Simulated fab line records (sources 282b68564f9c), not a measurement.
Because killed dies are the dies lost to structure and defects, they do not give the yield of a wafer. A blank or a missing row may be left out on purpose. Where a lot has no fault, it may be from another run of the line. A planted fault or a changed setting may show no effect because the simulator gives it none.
A lot that was struck, set against a sound lot || flow rit cmos || 19 out of 202 route steps
Sound: the wafers L840.2, L840.3, L840.6. Wafers struck: L847.1, L847.2, L847.6. The cause comes at the end.
For every step that has rows: the tool of each side, followed by ch and its chambers, followed by its first start. Under that, the readings that differ: sound wafers || struck wafers || difference of the means || sigmas: that difference in standard deviations of wafers without a fault.
alike: readings with means less than 2 such deviations apart, plus words and numbers identical on both sides. not compared: withheld readings, readings lacking a value on some wafer, bounds such as >300 that could conceal the same value, and numbers that have no deviation in the record and whose values overlap.
Wherever a step has rows on one side only, a row that says differs or no value, or a row with sigmas, the two part there. Non-overlapping numbers with no deviation appear without sigmas and do not part them. A reading that every wafer of one side lacks parts them only if that side has two wafers or more.

first, 3 steps without rows for these wafers: RIT_GATE_CLEAN_02 (cleans in dHF, time 30 s); RIT_GATE_CLEAN_03 (cleans in SC2, time 600 s); RIT_GATE_CLEAN_04 (cleans in dHF, time 60 s).
RIT_FOX2_THK_MEAS_91:
  sound on film metro-03, day 2 22:44; struck on film metro-03, day 4 10:42
  alike: FIELD_OXIDE_LEFT_2_THK
then, 2 steps without rows for these wafers: RIT_GATE_OXIDATION_05 (target thk 3 nm, ox time 270 s); RIT_GATE_ANNEAL_06 (time 600 s).
RIT_GATE_THK_MEAS_07:
  sound on film metro-03, day 3 01:04; struck on film metro-01, day 4 13:34
  alike: GATE_OXIDE_THK
then, 1 step without rows for these wafers: RIT_GATE_CVD_08 (deposits poly-Si from SiH4, target thk 250 nm, time 2220 s).
RIT_GATE_THK_MEAS_09:
  sound on film metro-01, day 3 02:44; struck on film metro-03, day 4 17:10
  alike: GATE_POLY_THK
then, 3 steps without rows for these wafers: RIT_GATE_HMDS_10 (prime time 60 s); RIT_GATE_COAT_11 (resist thk 850 nm); RIT_GATE_SOFTBAKE_12 (time 60 s).
RIT_GATE_EXPOSE_13: exposes mask M6, target cd 150 nm.
  sound on iline stepper-01 ch 0, day 3 03:23; struck on iline stepper-01 ch 0, day 4 17:51
{"reading": "model.GATE.overlay x nm (nm)", "sound": "-0.7075 -0.7075 -0.7075", "struck": "130.4 130.4 130.4", "difference": "+131.1", "sigmas": ""}
  alike: mask, stage vel mm s
then, 2 steps without rows for these wafers: RIT_GATE_PEB_14; RIT_GATE_DEVELOP_15 (develop time 50 s).
RIT_GATE_CD_MEAS_16: target cd 150 nm.
  sound on cd sem-01, day 3 03:47; struck on cd sem-01, day 4 18:15
  alike: cd nm
RIT_GATE_OVL_MEAS_17:
  sound on overlay-02, day 3 03:53; struck on overlay-02, day 4 18:22
{"reading": "GATE_OVL (nm)", "sound": "-0.6 -0.9 -0.5", "struck": "128.7 128.7 128.0", "difference": "+129.1", "sigmas": "+92"}
then, 1 step without rows for these wafers: RIT_GATE_HARDBAKE_18 (time 60 s).
RIT_M1_PROBE_99:
  sound on prober-02, day 4 00:42; struck on prober-01, day 5 16:52
{"reading": "model.etest.nldd.width nm (nm)", "sound": "3165 3158 3137", "struck": "3102 3109 3131", "difference": -39, "sigmas": ""}
{"reading": "model.etest.pldd.width nm (nm)", "sound": "3172 3142 3137", "struck": "3092 3118 3113", "difference": -43, "sigmas": ""}
{"reading": "model.etest.select edge diode p.leak log10 a (angstrom)", "sound": "-10.26 -10.19 -10.44", "struck": "-8.815 -8.46 -8.104", "difference": "+1.837", "sigmas": ""}
{"reading": "model.etest.select edge diode n.leak log10 a (angstrom)", "sound": "-9.752 -9.836 -9.719", "struck": "-8.573 -8.034 -7.808", "difference": "+1.631", "sigmas": ""}
{"reading": "model.etest.gate end array.leak log10 a um", "sound": "-13.03 -13.05 -12.88", "struck": "-12.57 -12.12 -12.23", "difference": "+0.68", "sigmas": ""}
  alike: killed at contacts, killed at front end, killed dies, killed on rim, killed open, killed short

== WHERE THEY PART ==
RIT_GATE_OVL_MEAS_17 only, going by this record. Later steps at which nothing parts them and some readings are alike: RIT_M1_PROBE_99.

WHY: what the simulator had put in
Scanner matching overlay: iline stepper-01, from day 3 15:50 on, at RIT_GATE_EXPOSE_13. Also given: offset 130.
